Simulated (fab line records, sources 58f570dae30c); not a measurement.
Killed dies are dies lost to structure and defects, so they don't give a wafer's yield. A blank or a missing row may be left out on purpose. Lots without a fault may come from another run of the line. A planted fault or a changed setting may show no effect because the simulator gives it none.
Which tool did it? | flow berkeley_cmos170 | 7 lots, 20 wafers sampled, at 2 steps of a route of 331

WHAT THE GAUGES READ, wafer by wafer
UCB170_NLDD_TW_MEAS_11.
lot  | measured     | on            | NLDD_TW
L784 | day 7 18:02  | film_metro-04 | 2242 2260 2247
L782 | day 7 18:37  | film_metro-04 | 2245 2246 2250
L787 | day 8 20:48  | film_metro-04 | 2482 2470 2477 2476
L794 | day 10 03:06 | film_metro-01 | 2206 2209 2210
L797 | day 10 17:28 | film_metro-04 | 2229 2240 2215
L801 | day 11 20:37 | film_metro-04 | 2231 2248 2243
L800 | day 11 21:04 | film_metro-04 | 2230 2238 2237

WHICH TOOL RAN EACH LOT (tool, then ch and the chambers of the sampled wafers, then the start)
lot  | UCB170_NLDD_IMPLANT_09
L784 | implanter-02 ch 0, day 7 17:49
L782 | implanter-02 ch 0, day 7 18:23
L787 | implanter-02 ch 0, day 8 20:11
L794 | implanter-04 ch 0, day 10 02:52
L797 | implanter-02 ch 0, day 10 17:15
L801 | implanter-02 ch 0, day 11 20:22
L800 | implanter-03 ch 0, day 11 20:49
- UCB170_NLDD_IMPLANT_09

THE ANSWER, worked out from the rows above alone
Rule: what is usual is taken from the lots themselves. Put in order of their means at a reading, lots are off if they are a third of the lots or fewer, leave a main group of 4 or more, and stand apart from it by a gap of 3 or more times the standard deviation of the main group's means; of several such gaps the widest counts. A main group whose means are all the same, to the digits that the tables above print for the reading, isn't used. A lot without any number at a reading at which 4 lots or more have one is off too. The other lots that the step has rows for count as sound.
Off: L787, at UCB170_NLDD_TW_MEAS_11 (NLDD_TW). The main group: mean 2235, standard deviation 14.
A tool fits if, at a process step before that reading, it ran every lot that is off, and no sound lot after the first of them. The gauges at UCB170_NLDD_TW_MEAS_11 are tried like those tools. None of those tried fits.

WHAT THE SIMULATOR HAD PUT IN
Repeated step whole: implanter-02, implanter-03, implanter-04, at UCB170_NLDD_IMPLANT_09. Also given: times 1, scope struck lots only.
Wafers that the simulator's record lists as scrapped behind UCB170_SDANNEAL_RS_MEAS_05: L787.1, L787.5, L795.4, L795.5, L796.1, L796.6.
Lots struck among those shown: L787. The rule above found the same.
